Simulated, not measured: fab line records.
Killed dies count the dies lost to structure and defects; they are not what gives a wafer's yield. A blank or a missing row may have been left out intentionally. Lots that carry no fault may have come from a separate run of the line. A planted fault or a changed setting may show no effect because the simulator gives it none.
fab line records ; flow ritCmos
record: lots: 5; wafers: 15; lastDay: 7
route steps=202 shown GATE@83 M1@202
lots untouched by any fault: they come from a run of this same line in which no faults occurred
startH: the number of hours between the record's first day and the start of the first shown wafer of the lot ; waitH: how many hours have passed since the lot's step before this one ; " the same as in the row above ; L1.1+2: a single row standing in for several wafers ; - no value present, or no start provided ; * or withheld: withheld ; < > ~ a bound
route shown NAME@n: NAME is a module with steps in the file, n the number in the route of the first one ; usual: average and standard deviation across the fault-free wafers ; same: alike in all rows ; chamber/n: place in a boat ; sites: readings site by site ; _std_site: the standard deviation of these ; _edge_site: outer sites' mean less inner sites' ; radiusMm: how far each site lies from the wafer's centre ; mask NAME#n: copy n ; behind: the tool/chamber that last shaped the wafer ; hold: reason for holding the lot/hours on hold/outcome of the hold ; device: which transistor (n, p or np) failed to switch ; end of line: at the end of the route, the tests of the same wafers ; a step with no rows: only its recipe ; killed: count of dies lost to structure and defects at first sort (not the wafer's yield) ; map: per-die view of a wafer (x killed, . not killed, _ where there is no die)
set.NAME: the setting the step ran with; set.NAME@STEP: the setting that earlier step ran with ; model.NAME: the simulator's own value behind a step, which no gauge read
lots at selected steps of the route; one table per step, one row per wafer
services: when a tool's chamber went out of use (startH, in hours from the record's first day, below 0 if earlier), for how many hours, and the reason
== steps ==
step: RIT_GATE_THK_MEAS_07
recipe: reads: SiO2_of_GATE_OXIDATION_05
usual: GATE_OXIDE_THK: 3.03/0.06
lot.wafer;tool;chamber;startH;waitH;GATE_OXIDE_THK[nm]
L732.1;filmMetro-03;-;53.26;0.0;2.97
L732.2;filmMetro-03;-;53.26;0.0;3.02
L732.3;filmMetro-03;-;53.26;0.0;2.97
L740.1;filmMetro-03;-;93.13;0.0;3.12
L740.3;filmMetro-03;-;93.13;0.0;3.07
L740.6;filmMetro-03;-;93.13;0.0;3.09
L743.1;filmMetro-03;-;108.50;0.0;3.02
L743.2;filmMetro-03;-;108.50;0.0;3.02
L743.6;filmMetro-03;-;108.50;0.0;3.04
L750.2;filmMetro-03;-;144.31;0.0;2.97
L750.3;filmMetro-03;-;144.31;0.0;2.99
L750.5;filmMetro-03;-;144.31;0.0;3.03
L751.1;filmMetro-02;-;153.52;0.0;3.13
L751.2;filmMetro-02;-;153.52;0.0;3.06
L751.5;filmMetro-02;-;153.52;0.0;3.04
step: RIT_GATE_CVD_08
recipe: material: poly-Si; targetThkNm: 250; tempC: 610; precursor: SiH4; timeS: 2220; pressureMtorr: 300; sih4FlowSccm: 96.44
step: RIT_GATE_THK_MEAS_09
recipe: reads: poly-Si_of_GATE_CVD_08
usual: GATE_POLY_THK: 240.5/2.4
lot.wafer;tool;chamber;startH;waitH;GATE_POLY_THK[nm]
L732.1;filmMetro-01;-;54.94;0.0;244.5
L732.2;filmMetro-01;-;54.94;0.0;240.9
L732.3;filmMetro-01;-;54.94;0.0;240.8
L740.1;filmMetro-03;-;94.81;0.0;244.0
L740.3;filmMetro-03;-;94.81;0.0;243.7
L740.6;filmMetro-03;-;94.81;0.0;243.8
L743.1;filmMetro-03;-;110.18;0.0;237.8
L743.2;filmMetro-03;-;110.18;0.0;239.0
L743.6;filmMetro-03;-;110.18;0.0;238.1
L750.2;filmMetro-02;-;145.98;0.0;239.4
L750.3;filmMetro-02;-;145.98;0.0;237.5
L750.5;filmMetro-02;-;145.98;0.0;240.9
L751.1;filmMetro-02;-;155.20;0.0;243.5
L751.2;filmMetro-02;-;155.20;0.0;243.5
L751.5;filmMetro-02;-;155.20;0.0;245.9
step: RIT_GATE_HMDS_10
recipe: primeTimeS: 60; primeTempC: 140
step: RIT_GATE_COAT_11
recipe: resist: NOVOLAK; spinRpm: 4250; resistThkNm: 850
step: RIT_GATE_SOFTBAKE_12
recipe: resist: NOVOLAK; tempC: 90; timeS: 60
step: RIT_GATE_EXPOSE_13
recipe: maskId: M6; na: 0.6; sourceShape: conventional; sigmaOuter: 0.6; targetCdNm: 150; doseMj: 387.8
step: RIT_GATE_PEB_14
recipe: resist: NOVOLAK; tempC: withheld; timeS: withheld
step: RIT_GATE_DEVELOP_15
recipe: resist: NOVOLAK; developTimeS: 50; devTempC: 23
step: RIT_GATE_CD_MEAS_16
recipe: targetCdNm: 150
usual: cdNm: 149.2/2.3
lot.wafer;tool;chamber;startH;waitH;cdNm
L732.1;cdSem-02;-;55.97;-;145.3
L732.2;cdSem-02;-;55.97;-;148.3
L732.3;cdSem-02;-;55.97;-;148.4
L740.1;cdSem-02;-;95.72;-;147.3
L740.3;cdSem-02;-;95.72;-;149.6
L740.6;cdSem-02;-;95.72;-;149.0
L743.1;cdSem-02;-;111.09;-;153.3
L743.2;cdSem-02;-;111.09;-;153.5
L743.6;cdSem-02;-;111.09;-;153.4
L750.2;cdSem-02;-;146.90;-;151.0
L750.3;cdSem-02;-;146.90;-;148.3
L750.5;cdSem-02;-;146.90;-;148.3
L751.1;cdSem-02;-;156.11;-;148.8
L751.2;cdSem-02;-;156.11;-;147.4
L751.5;cdSem-02;-;156.11;-;147.9
step: RIT_GATE_OVL_MEAS_17
usual: GATE_OVL: 0.6/1.4
lot.wafer;tool;chamber;startH;waitH;GATE_OVL[nm]
L732.1;overlay-02;-;56.09;0.1;-0.1
L732.2;overlay-02;-;56.09;0.1;-0.5
L732.3;overlay-02;-;56.09;0.1;-0.2
L740.1;overlay-01;-;95.84;0.1;-0.4
L740.3;overlay-01;-;95.84;0.1;0.2
L740.6;overlay-01;-;95.84;0.1;-2.8
L743.1;overlay-01;-;111.21;0.1;0.6
L743.2;overlay-01;-;111.21;0.1;-2.9
L743.6;overlay-01;-;111.21;0.1;-0.5
L750.2;overlay-02;-;147.01;0.1;-0.7
L750.3;overlay-02;-;147.01;0.1;-0.5
L750.5;overlay-02;-;147.01;0.1;-0.5
L751.1;overlay-01;-;156.23;0.1;-0.4
L751.2;overlay-01;-;156.23;0.1;1.8
L751.5;overlay-01;-;156.23;0.1;0.0
step: RIT_GATE_HARDBAKE_18
recipe: resist: NOVOLAK; tempC: 140; timeS: 60
step: RIT_GATE_ETCH_19
recipe: chemistry: SF6/CHF3/O2; timeS: 165; SF6_flow_sccm: 30; CHF3_flow_sccm: 30; O2_flow_sccm: 5; target: poly-Si; pressureMtorr: 40; rfW: 160; targetDepthA: 3125; overEtchFrac: 0.25; stopOn: SiO2
usual: SF6_flow_sccm: 30.00/0.086; chamberPressureMTorr: 40.00/0.035; drypumpMotorCurrentA: 5.6/0.53; oesProductAu: 0.818/0.015; runLengthS: 193.3/0.38; throttleValvePct: 10.20/0.11
lot.wafer;tool;chamber;startH;waitH;SF6_flow_sccm;chamberPressureMTorr;drypumpMotorCurrentA;oesProductAu;rfHoursCounterH;runLengthS;throttleValvePct;model.NOVOLAK_of_GATE_COAT_11.thkNm
L732.1;rieSi-02;1;56.28;0.1;30.01;40.00;5.0;0.832;25;194.2;10.16;667.2
L732.2;rieSi-02;3;56.28;0.1;30.00;40.06;5.7;0.818;138;193.5;10.25;668.2
L732.3;rieSi-02;2;56.28;0.1;30.17;39.99;6.7;0.840;103;193.3;10.48;671.8
L740.1;rieSi-02;2;96.02;0.1;29.96;40.03;6.7;0.847;103;193.7;10.49;673.1
L740.3;rieSi-02;3;96.02;0.1;30.05;40.02;5.7;0.820;138;193.5;10.23;669.9
L740.6;rieSi-02;1;96.02;0.1;29.89;40.01;5.0;0.824;-;193.7;10.14;674.9
L743.1;rieSi-01;0;111.55;0.1;30.13;39.97;4.7;0.812;4;193.6;10.08;668.2
L743.2;rieSi-01;2;111.55;0.1;29.84;40.04;5.8;0.832;4;193.0;10.16;675.3
L743.6;rieSi-01;1;111.55;0.1;29.96;40.04;5.8;0.803;-;192.8;10.18;674.6
L750.2;rieSi-02;3;147.19;0.1;29.96;39.96;5.7;0.704;139;234.4;10.25;652.4
L750.3;rieSi-02;0;147.19;0.1;30.23;39.95;5.6;0.798;123;192.7;10.10;672.3
L750.5;rieSi-02;2;147.19;0.1;29.95;40.01;6.7;0.843;-;193.5;10.50;671.4
L751.1;rieSi-01;1;156.42;0.1;30.13;40.03;5.8;0.816;30;192.9;10.18;673.7
L751.2;rieSi-01;2;156.42;0.1;30.05;39.98;5.8;0.838;4;192.9;10.16;671.3
L751.5;rieSi-01;0;156.42;0.1;30.12;40.04;4.7;0.836;-;193.6;10.10;667.6
step: RIT_GATE_STRIP_20
recipe: chemistry: O2; timeS: 180; resist: NOVOLAK; platenTempC: withheld; powerW: 500; pressureMtorr: 4000; o2FlowSccm: 4000
usual: chamberPressureMTorr: 4000/4.1; drypumpMotorCurrentA: 5.5/0.6; o2FlowSccm: 4001/12
lot.wafer;tool;chamber;startH;waitH;chamberPressureMTorr;drypumpMotorCurrentA;o2FlowSccm;rfHoursCounterH
L732.1;plasmaAsher-02;0;56.39;0.1;4001;5.1;3966;27
L732.2;plasmaAsher-02;1;56.39;0.1;3996;4.9;3997;27
L732.3;plasmaAsher-02;0;56.39;0.1;4001;5.1;3995;-
L740.1;plasmaAsher-02;1;96.13;0.1;4002;4.9;3985;31
L740.3;plasmaAsher-02;1;96.13;0.1;3999;4.9;3994;-
L740.6;plasmaAsher-02;0;96.13;0.1;3999;5.1;3997;-
L743.1;plasmaAsher-02;0;111.65;0.1;3993;5.1;4011;33
L743.2;plasmaAsher-02;1;111.65;0.1;4006;4.9;4003;33
L743.6;plasmaAsher-02;0;111.65;0.1;4000;5.1;3995;-
L750.2;plasmaAsher-02;1;147.30;0.1;3997;4.9;4009;37
L750.3;plasmaAsher-02;0;147.30;0.1;4003;5.1;4012;-
L750.5;plasmaAsher-02;0;147.30;0.1;3999;5.1;4010;-
L751.1;plasmaAsher-02;0;156.52;0.1;4004;5.1;3987;38
L751.2;plasmaAsher-02;1;156.52;0.1;3995;4.9;4002;38
L751.5;plasmaAsher-02;1;156.52;0.1;3997;4.9;4003;-
step: RIT_M1_PROBE_99
usual: killedAtFrontEnd: 7/3; killedDies: 7/3; killedOpen: 3.5/2; killedShort: 3.4/2
same: grossDies: 264; killed_at_M0_to_M3: 0; killed_at_M4_up: 0; killedAtBackSide: 0; killedAtContacts: 0; killedAtOther: 0
lot.wafer;tool;chamber;startH;waitH;killedAtFrontEnd;killedDies;killedOpen;killedShort;model.etest.pmosTurned.rOnOhmUm;model.etest.pmos_0p3.rOnOhmUm;model.etest.pmos_0p15.rOnOhmUm;model.etest.pmos_0p15.driveUaUm;model.etest.pmosTurned.driveUaUm;model.etest.pwellPinched.rsOhmSq;model.etest.nwellPinched.rsOhmSq;model.etest.pmosNarrow.driveUaUm
L732.1;prober-01;-;76.04;0.1;3;3;0;3;3253;6094;2592;271.4;198.5;457.1;332;102.3
L732.2;prober-01;-;76.09;0.1;6;6;4;2;3372;6341;2757;258.1;194.7;460.5;341.3;98.81
L732.3;prober-01;-;76.14;0.2;13;13;6;7;3433;6239;2786;258.2;192.1;457.2;339.7;101.4
L740.1;prober-01;-;116.63;0.1;4;4;1;3;3429;6394;2754;255.8;189.3;460.1;340.7;96.97
L740.3;prober-01;-;116.73;0.2;3;3;2;1;3436;6437;2800;251.4;190.4;469.2;338.8;97.97
L740.6;prober-01;-;116.88;0.2;6;6;3;3;3529;6559;2852;243.9;183.1;464.6;337.5;93.95
L743.1;prober-02;-;131.46;0.1;5;5;4;1;3501;6391;2897;243.7;190.9;461.3;347.3;97.71
L743.2;prober-02;-;131.51;0.1;5;5;4;1;3459;6343;2879;244.4;191.7;463.5;346.1;99.35
L743.6;prober-02;-;131.71;0.2;4;4;1;3;3498;6478;2912;241.1;190.5;469.4;346.1;97.71
L750.2;prober-01;-;169.19;0.1;6;6;4;2;3105;6009;2594;287.2;224.1;484.8;362.4;109.9
L750.3;prober-01;-;169.24;0.2;8;8;2;6;3360;6164;2761;259;194.8;455.3;344.1;104.6
L750.5;prober-01;-;169.34;0.2;3;3;0;3;3415;6326;2798;255.4;193.6;467.2;346.4;103.1
L751.1;prober-01;-;177.06;0.1;8;8;6;2;3490;6592;2843;244.2;185.7;469.9;342.2;93.08
L751.2;prober-01;-;177.11;0.1;5;5;3;2;3341;6323;2723;258.5;196.4;465;342.1;97.96
L751.5;prober-01;-;177.26;0.2;6;6;5;1;3417;6404;2794;253.5;193;469.9;345.6;97.5
killed by level:class
L732.1 REOX:geometricParticle:short=1 SPACER:geometricParticle:short=1 SILICIDE:geometricParticle:short=1
L732.2 SILICIDE:geometricParticle:open=2 FOX1:geometricParticle:open=1 GATE:geometricParticle:short=1 GATE:geometricParticle:open=1 REOX:geometricParticle:short=1
L732.3 FOX1:geometricParticle:short=3 GATE:geometricParticle:open=3 SPACER:geometricParticle:short=2 SILICIDE:geometricParticle:open=2 FOX1:geometricParticle:open=1 FOX2:geometricParticle:short=1 GATE:geometricParticle:short=1
L740.1 FOX1:geometricParticle:short=1 GATE:geometricParticle:open=1 GATE:geometricParticle:short=1 SPACER:geometricParticle:short=1
L740.3 FOX1:geometricParticle:open=1 GATE:geometricParticle:open=1 SPACER:geometricParticle:short=1
L740.6 GATE:geometricParticle:short=2 GATE:geometricParticle:open=1 REOX:geometricParticle:short=1 SPACER:geometricParticle:open=1 SILICIDE:geometricParticle:open=1
L743.1 GATE:geometricParticle:open=3 GATE:geometricParticle:short=1 SPACER:geometricParticle:open=1
L743.2 SPACER:geometricParticle:open=2 REOX:geometricParticle:open=1 GATE:geometricParticle:short=1 SILICIDE:geometricParticle:open=1
L743.6 FOX1:geometricParticle:short=1 FOX1:geometricParticle:open=1 GATE:geometricParticle:short=1 REOX:geometricParticle:short=1
L750.2 SILICIDE:geometricParticle:open=2 FOX1:geometricParticle:open=1 FOX1:geometricParticle:short=1 GATE:geometricParticle:short=1 GATE:geometricParticle:open=1
L750.3 SPACER:geometricParticle:short=3 SILICIDE:geometricParticle:short=2 SILICIDE:geometricParticle:open=2 GATE:geometricParticle:short=1
L750.5 SILICIDE:geometricParticle:short=2 GATE:geometricParticle:short=1
L751.1 FOX2:geometricParticle:open=3 FOX2:geometricParticle:short=2 FOX1:geometricParticle:open=1 SPACER:geometricParticle:open=1 SILICIDE:geometricParticle:open=1
L751.2 FOX1:geometricParticle:open=2 FOX2:geometricParticle:open=1 GATE:geometricParticle:short=1 SILICIDE:geometricParticle:short=1
L751.5 GATE:geometricParticle:open=3 FOX2:geometricParticle:open=2 FOX1:geometricParticle:short=1
== services ==
tool;chamber;startH;hours;kind
rieSi-02;0;91.42;6.4;repair
plasmaAsher-02;-;106.27;1.4;repair
rieSi-01;3;117.47;3.6;repair
rieSi-02;-;120.21;0.2;repair
rieSi-02;2;120.96;7.2;repair
rieSi-02;-;151.85;0.7;repair
== key ==
firstSign: step: RIT_GATE_ETCH_19; reading: runLengthS; direction: up; sigmas: 99+; usual: *; struck: *
effect: step: RIT_GATE_ETCH_19; reading: oesProductAu; direction: down; sigmas: 7.8; usual: 0.818; struck: 0.704
modelEffect: step: RIT_GATE_ETCH_19; value: NOVOLAK_of_GATE_COAT_11.thkNm; without: 672.8; struck: 652.4
modelEffect: step: RIT_M1_PROBE_99; value: etest.pmosTurned.rOnOhmUm; without: 3393; struck: 3105
metAt RIT_GATE_ETCH_19
struckWafers L750.2
testerLeftOut L750
onsetBetween 96.02 147.19
fault: kind: processParameterDrift; tool: rieSi-02; chamber: 3; onsetH: 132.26; steps: RIT_GATE_ETCH_19; channel: timeS; offset: *; shape: step; endH: 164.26; stated: *
testerLeftOut: of these lots the tester's yield and bins aren't shown, on N5 and GAA mostly nor the transistor test; their killed dies are dies lost to structure and defects alone, not to doping, threshold or leakage, so they don't give the yield
